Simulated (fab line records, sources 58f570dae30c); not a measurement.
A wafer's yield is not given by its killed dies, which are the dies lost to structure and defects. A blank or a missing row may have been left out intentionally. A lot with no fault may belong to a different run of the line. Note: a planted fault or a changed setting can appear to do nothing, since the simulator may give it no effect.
fab line records + flow berkeleyCmos170
record
- lots=5
- wafers=15
- lastDay=11
route steps=331 shown PLDD@156 NLDD@158
lots that met no fault: from a run of the same line without faults
startH: the number of hours between the record's first day and the start of the first shown wafer of the lot + waitH: hours from the lot's prior step to this one + " repeats the value in the row above + L1.1+2: one row covering several wafers at once + - no value present, or no start provided + * or withheld: withheld + < > ~ a bound
route shown NAME@n: names a module that has steps shown in the file, with the first one's number in the route + usual: mean/standard deviation taken from wafers without a fault + same: alike in all rows + chamber/n: place in a boat + sites: per-site readings + _std_site: the values' standard deviation + _edge_site: inner sites' mean taken away from outer sites' mean + radiusMm: for every site, how far away it sits from the centre of the wafer + mask NAME#n: copy n + behind: the last tool/chamber to shape the wafer + hold: what put the lot on hold/how long, in hours/how the hold closed + device: the n, p or np transistor that did not switch + end of line: the same wafers' tests at the end of the route + a step with no rows: only its recipe + killed: count of dies lost to structure and defects at first sort (not the wafer's yield) + map: dies across one wafer; x = killed, . = not, _ = none there
set.NAME: the run value of the setting; set.NAME@STEP: its run value at that earlier step + model.NAME: the simulator's own value behind a step, which no gauge read
certain route steps with their lots: each step a table, each wafer a row
services: from which hour (startH, from the record's first day; less than 0 if before it) a tool's chamber was out of use, for how many hours, and why
## steps
# step UCB170_PLDD_TW_MEAS_11
# usual
- PLDD_TW=1002/9.9
| lot.wafer | tool         | chamber | startH | waitH | PLDD_TW |
|-----------|--------------|---------|--------|-------|---------|
| L820.1    | filmMetro-01 | -       | 131.60 | 0.1   | 993     |
| L820.5    | "            | -       | "      | "     | 991     |
| L820.6    | "            | -       | "      | "     | 995     |
| L831.1    | filmMetro-02 | -       | 189.60 | 0.1   | 997     |
| L831.3    | "            | -       | "      | "     | 1002    |
| L831.6    | "            | -       | "      | "     | 1004    |
| L834.1    | filmMetro-03 | -       | 205.87 | 0.1   | 1017    |
| L834.2    | "            | -       | "      | "     | 1016    |
| L834.3    | "            | -       | "      | "     | 1024    |
| L835.2    | filmMetro-02 | -       | 206.18 | 0.1   | 995     |
| L835.4    | "            | -       | "      | "     | 993     |
| L835.6    | "            | -       | "      | "     | 996     |
| L841.1    | filmMetro-01 | -       | 232.74 | 0.1   | 995     |
| L841.3    | "            | -       | "      | "     | 996     |
| L841.6    | "            | -       | "      | "     | 992     |
# step UCB170_PLDD_CLEAN_12
# recipe
- chemistry=SPM
- tempC=120
- timeS=600
# step UCB170_NLDD_HMDS_00
# recipe
- primeTimeS=60
- primeTempC=100
# step UCB170_NLDD_COAT_01
# recipe
- resist=KrF
- spinRpm=1500
- resistThkNm=900
# step UCB170_NLDD_SOFTBAKE_02
# recipe
- resist=KrF
- tempC=130
- timeS=60
# step UCB170_NLDD_EXPOSE_03
# recipe
- maskId=NSELECT
- na=0.5
- sigmaOuter=0.6
- sourceShape=conventional
- targetCdNm=1200
- doseMj=30
# step UCB170_NLDD_PEB_04
# recipe
- pebTempC=130
- pebTimeS=withheld
- resist=KrF
# step UCB170_NLDD_DEVELOP_05
# recipe
- developer=TMAH
- developTimeS=45
- resist=KrF
- devTempC=21
# step UCB170_NLDD_CD_MEAS_06
# recipe
- targetCdNm=1200
# usual
- cdNm=1200.5/1.2
| lot.wafer | tool     | chamber | startH | waitH | cdNm   |
|-----------|----------|---------|--------|-------|--------|
| L820.1    | cdSem-01 | -       | 133.53 | -     | 1197.7 |
| L820.5    | "        | -       | "      | "     | 1198.9 |
| L820.6    | "        | -       | "      | "     | 1199.6 |
| L831.1    | cdSem-01 | -       | 191.76 | -     | 1203.1 |
| L831.3    | "        | -       | "      | "     | 1202.1 |
| L831.6    | "        | -       | "      | "     | 1203.2 |
| L834.1    | cdSem-01 | -       | 207.86 | -     | 1199.7 |
| L834.2    | "        | -       | "      | "     | 1200.7 |
| L834.3    | "        | -       | "      | "     | 1199.5 |
| L835.2    | cdSem-01 | -       | 208.24 | -     | 1202.5 |
| L835.4    | "        | -       | "      | "     | 1201.7 |
| L835.6    | "        | -       | "      | "     | 1201.1 |
| L841.1    | cdSem-01 | -       | 233.82 | -     | 1199.4 |
| L841.3    | "        | -       | "      | "     | 1198.5 |
| L841.6    | "        | -       | "      | "     | 1198.4 |
# step UCB170_NLDD_OVL_MEAS_07
# usual
- NLDD_OVL=0/7.4
| lot.wafer | tool       | chamber | startH | waitH | NLDD_OVL[nm] |
|-----------|------------|---------|--------|-------|--------------|
| L820.1    | overlay-01 | -       | 133.65 | 0.1   | -7           |
| L820.5    | "          | -       | "      | "     | -7           |
| L820.6    | "          | -       | "      | "     | -1           |
| L831.1    | overlay-02 | -       | 191.88 | 0.1   | 7            |
| L831.3    | "          | -       | "      | "     | 13           |
| L831.6    | "          | -       | "      | "     | 8            |
| L834.1    | overlay-01 | -       | 207.98 | 0.1   | -9           |
| L834.2    | "          | -       | "      | "     | 4            |
| L834.3    | "          | -       | "      | "     | -5           |
| L835.2    | overlay-02 | -       | 208.35 | 0.1   | -7           |
| L835.4    | "          | -       | "      | "     | -15          |
| L835.6    | "          | -       | "      | "     | -9           |
| L841.1    | overlay-01 | -       | 233.94 | 0.1   | 1            |
| L841.3    | "          | -       | "      | "     | -1           |
| L841.6    | "          | -       | "      | "     | -11          |
# step UCB170_NLDD_IMPLANT_08
# recipe
- species=As
- doseCm2=5e+13
- energyKev=30
- tiltDeg=7
- rotationDeg=0
# step UCB170_NLDD_IMPLANT_09
# recipe
- species=As
- doseCm2=5e+13
- energyKev=30
- tiltDeg=7
- rotationDeg=180
# step UCB170_NLDD_STRIP_10
# recipe
- chemistry=O2
- powerW=400
- pressureMtorr=3500
- platenTempC=withheld
- o2FlowSccm=400
- overashFraction=0.5
# usual
- drypumpMotorCurrentA=5.6/0.54
- oesProductAu=0.735/0.0045
- stripTimeToEndpointS=21.64/0.063
# same
- overashFraction=0.5
| lot.wafer | tool           | chamber | startH | waitH | drypumpMotorCurrentA | oesProductAu | rfHoursCounterH | stripTimeToEndpointS | model.KrF_of_NLDD_COAT_01.thkNm |
|-----------|----------------|---------|--------|-------|----------------------|--------------|-----------------|----------------------|---------------------------------|
| L820.1    | plasmaAsher-04 | 1       | 133.99 | 0.1   | 5.3                  | 0.730        | 43              | 21.69                | 0                               |
| L820.5    | "              | 1       | "      | "     | 5.3                  | 0.730        | -               | 21.69                | 0                               |
| L820.6    | "              | 0       | "      | "     | 4.6                  | 0.733        | -               | 21.64                | 0                               |
| L831.1    | plasmaAsher-04 | 1       | 192.25 | 0.1   | 5.3                  | 0.740        | 49              | 21.71                | 0                               |
| L831.3    | "              | 1       | "      | "     | 5.3                  | 0.742        | -               | 21.69                | 0                               |
| L831.6    | "              | 1       | "      | "     | 5.3                  | 0.737        | -               | 21.63                | 0                               |
| L834.1    | plasmaAsher-02 | 1       | 208.32 | 0.1   | 6.3                  | 0.733        | 11              | 21.56                | 0                               |
| L834.2    | "              | 0       | "      | "     | 5.8                  | 0.735        | 11              | 21.53                | 0                               |
| L834.3    | "              | 1       | "      | "     | 6.3                  | 0.740        | -               | 21.51                | 0                               |
| L835.2    | plasmaAsher-04 | 1       | 208.68 | 0.1   | 5.3                  | 0.979        | 51              | -                    | 298.7                           |
| L835.4    | "              | 0       | "      | "     | 4.6                  | 0.978        | -               | -                    | 299.1                           |
| L835.6    | "              | 0       | "      | "     | 4.6                  | 0.979        | -               | -                    | 298.7                           |
| L841.1    | plasmaAsher-02 | 1       | 234.28 | 0.1   | 6.3                  | 0.732        | 14              | 21.54                | 0                               |
| L841.3    | "              | 0       | "      | "     | 5.8                  | 0.737        | -               | 21.59                | 0                               |
| L841.6    | "              | 0       | "      | "     | 5.8                  | 0.735        | -               | 21.56                | 0                               |
# step UCB170_NLDD_TW_MEAS_11
# usual
- NLDD_TW=2205/24
| lot.wafer | tool         | chamber | startH | waitH | NLDD_TW |
|-----------|--------------|---------|--------|-------|---------|
| L820.1    | filmMetro-02 | -       | 134.09 | 0.1   | 2191    |
| L820.5    | "            | -       | "      | "     | 2196    |
| L820.6    | "            | -       | "      | "     | 2179    |
| L831.1    | filmMetro-03 | -       | 192.35 | 0.1   | 2237    |
| L831.3    | "            | -       | "      | "     | 2244    |
| L831.6    | "            | -       | "      | "     | 2238    |
| L834.1    | filmMetro-02 | -       | 208.42 | 0.1   | 2183    |
| L834.2    | "            | -       | "      | "     | 2170    |
| L834.3    | "            | -       | "      | "     | 2178    |
| L835.2    | filmMetro-02 | -       | 208.79 | 0.1   | 2183    |
| L835.4    | "            | -       | "      | "     | 2178    |
| L835.6    | "            | -       | "      | "     | 2175    |
| L841.1    | filmMetro-03 | -       | 234.38 | 0.1   | 2234    |
| L841.3    | "            | -       | "      | "     | 2224    |
| L841.6    | "            | -       | "      | "     | 2229    |
## services
| tool           | chamber | startH | hours | kind   |
|----------------|---------|--------|-------|--------|
| plasmaAsher-02 | 0       | 117.75 | -     | clean  |
| plasmaAsher-02 | 1       | 117.75 | -     | clean  |
| plasmaAsher-04 | -       | 174.07 | 3.2   | repair |
## key
firstSign
- step=UCB170_NLDD_STRIP_10
- reading=oesProductAu
- direction=up
- sigmas=54
- usual=0.735
- struck=0.979
effect none on later readings
modelEffect
- step=UCB170_NLDD_STRIP_10
- value=KrF_of_NLDD_COAT_01.thkNm
- without=0
- struck=298.8
metAt UCB170_NLDD_STRIP_10
struckWafers L835.2,L835.4,L835.6
laterRowsLeftOut L835.2,L835.4,L835.6
sortLeftOut L835.2,L835.4,L835.6
testerLeftOut L835
onsetBetween 192.25 208.68
fault
- kind=stripAborted
- tool=plasmaAsher-04
- chamber=-
- onsetH=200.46
- steps=UCB170_NLDD_STRIP_10
- offset=0.6
- endH=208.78
# testerLeftOut: of these lots the tester's yield and bins aren't shown, on N5 and GAA mostly nor the transistor test; their killed dies are dies lost to structure and defects alone, not to doping, threshold or leakage, so they don't give the yield
# sortLeftOut: the simulated sort isn't trusted on such a fault, so these wafers' sort isn't shown, and their yield isn't known
# laterRowsLeftOut: the simulator's readings of these wafers behind a module that went badly wrong aren't trusted and aren't shown, but for the sort
